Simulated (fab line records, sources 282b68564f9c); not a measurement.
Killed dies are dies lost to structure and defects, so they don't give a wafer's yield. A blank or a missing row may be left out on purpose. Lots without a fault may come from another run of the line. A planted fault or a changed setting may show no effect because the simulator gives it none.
Which tool did it? | flow rit_cmos | 14 lots, 42 wafers sampled, at 2 steps of a route of 202

WHAT THE GAUGES READ, wafer by wafer
RIT_CONTACT_THK_MEAS_01. Usual: CONTACT_TEOS_THK 400 nm, standard deviation 4.9.
lot  | measured    | on            | CONTACT_TEOS_THK (nm) | flag
L649 | day 3 03:56 | film_metro-02 | 394 399 396           |
L650 | day 3 06:56 | film_metro-03 | 393 395 402           |
L651 | day 3 14:05 | film_metro-01 | 398 395 402           |
L652 | day 3 18:14 | film_metro-02 | 399 401 406           |
L653 | day 4 00:35 | film_metro-02 | 388 395 396           |
L654 | day 4 04:03 | film_metro-01 | 405 397 405           |
L655 | day 4 07:41 | film_metro-03 | 394 399 397           |
L656 | day 4 14:03 | film_metro-01 | 398 395 400           |
L657 | day 4 18:05 | film_metro-02 | 408 403 405           |
L662 | day 5 19:07 | film_metro-01 | 311 321 319           | OFF
L666 | day 6 15:53 | film_metro-03 | 316 314 315           | OFF
L668 | day 7 01:41 | film_metro-03 | 400 391 397           |
L670 | day 7 13:25 | film_metro-02 | 398 394 403           |
L671 | day 7 18:36 | film_metro-03 | 400 411 408           |

WHICH TOOL RAN EACH LOT (tool, then ch and the chambers of the sampled wafers, then the start)
lot  | RIT_CONTACT_CVD_00
L649 | pecvd-01 ch 0,1,2, day 3 03:53
L650 | pecvd-03 ch 1,2, day 3 06:52
L651 | pecvd-04 ch 0,1,2, day 3 14:02
L652 | pecvd-01 ch 0,2, day 3 18:11
L653 | pecvd-03 ch 0,1, day 4 00:32
L654 | pecvd-04 ch 0,1, day 4 03:59
L655 | pecvd-01 ch 0,1,2, day 4 07:38
L656 | pecvd-03 ch 0,1, day 4 14:00
L657 | pecvd-04 ch 0,2, day 4 18:02
L662 | pecvd-03 ch 0,1,2, day 5 19:03
L666 | pecvd-03 ch 1,2, day 6 15:50
L668 | pecvd-04 ch 1,2, day 7 01:38
L670 | pecvd-01 ch 0,1,2, day 7 13:21
L671 | pecvd-04 ch 1,2, day 7 18:33
- RIT_CONTACT_CVD_00: deposits SiO2 from TEOS, target thk 400 nm, time 61 s.

WHAT THE TOOLS THEMSELVES READ (means of the sampled wafers that have a number; where no wafer has one, the mark that the record gives instead)
RIT_CONTACT_CVD_00. Usual: heater_power_w 328 W, standard deviation 53; susceptor_temp_C 389.99 C, standard deviation 0.19.
lot  | tool     | heater_power_w (W) | susceptor_temp_C (C) | flag
L649 | pecvd-01 | 318                | 390.11               |
L650 | pecvd-03 | 354                | 390.05               |
L651 | pecvd-04 | 357                | 389.93               |
L652 | pecvd-01 | 331                | 389.93               |
L653 | pecvd-03 | 281                | 390.11               |
L654 | pecvd-04 | 386                | 389.84               |
L655 | pecvd-01 | 324                | 389.96               |
L656 | pecvd-03 | 288                | 389.90               |
L657 | pecvd-04 | 332                | 389.98               |
L662 | pecvd-03 | 297                | 389.96               |
L666 | pecvd-03 | 300                | 390.02               |
L668 | pecvd-04 | 326                | 389.90               |
L670 | pecvd-01 | 339                | 389.98               |
L671 | pecvd-04 | 337                | 390.12               |

THE ANSWER, worked out from the rows above alone
Rule: a lot is off if the mean of its wafers that have a number lies more than 3 standard deviations from the usual mean. A lot without any number at a reading at which 4 lots or more have one is off too. The other lots that the step has rows for count as sound. The gauges are gone through in route order, then the tools' own readings, and for those a lot's mean is taken as printed above. The first step at which some lot is off is used, and at that step the reading that is off furthest; a lot without a number counts as furthest.
Off: L662, L666, at RIT_CONTACT_THK_MEAS_01 (CONTACT_TEOS_THK).
A tool fits if, at a process step before that reading, it ran every lot that is off, and no sound lot after the first of them. The gauges at RIT_CONTACT_THK_MEAS_01 are tried like those tools. One fits: pecvd-03 at RIT_CONTACT_CVD_00. Its last sound lot is L656 (day 4 14:00), its first lot that is off L662 (day 5 19:03): a fault that began between those two fits.

WHAT THE SIMULATOR HAD PUT IN
Process parameter drift: pecvd-03, from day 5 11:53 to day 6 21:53, at RIT_CONTACT_CVD_00. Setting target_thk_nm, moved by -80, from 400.
Lots struck among those shown: L662, L666. The rule above found the same.
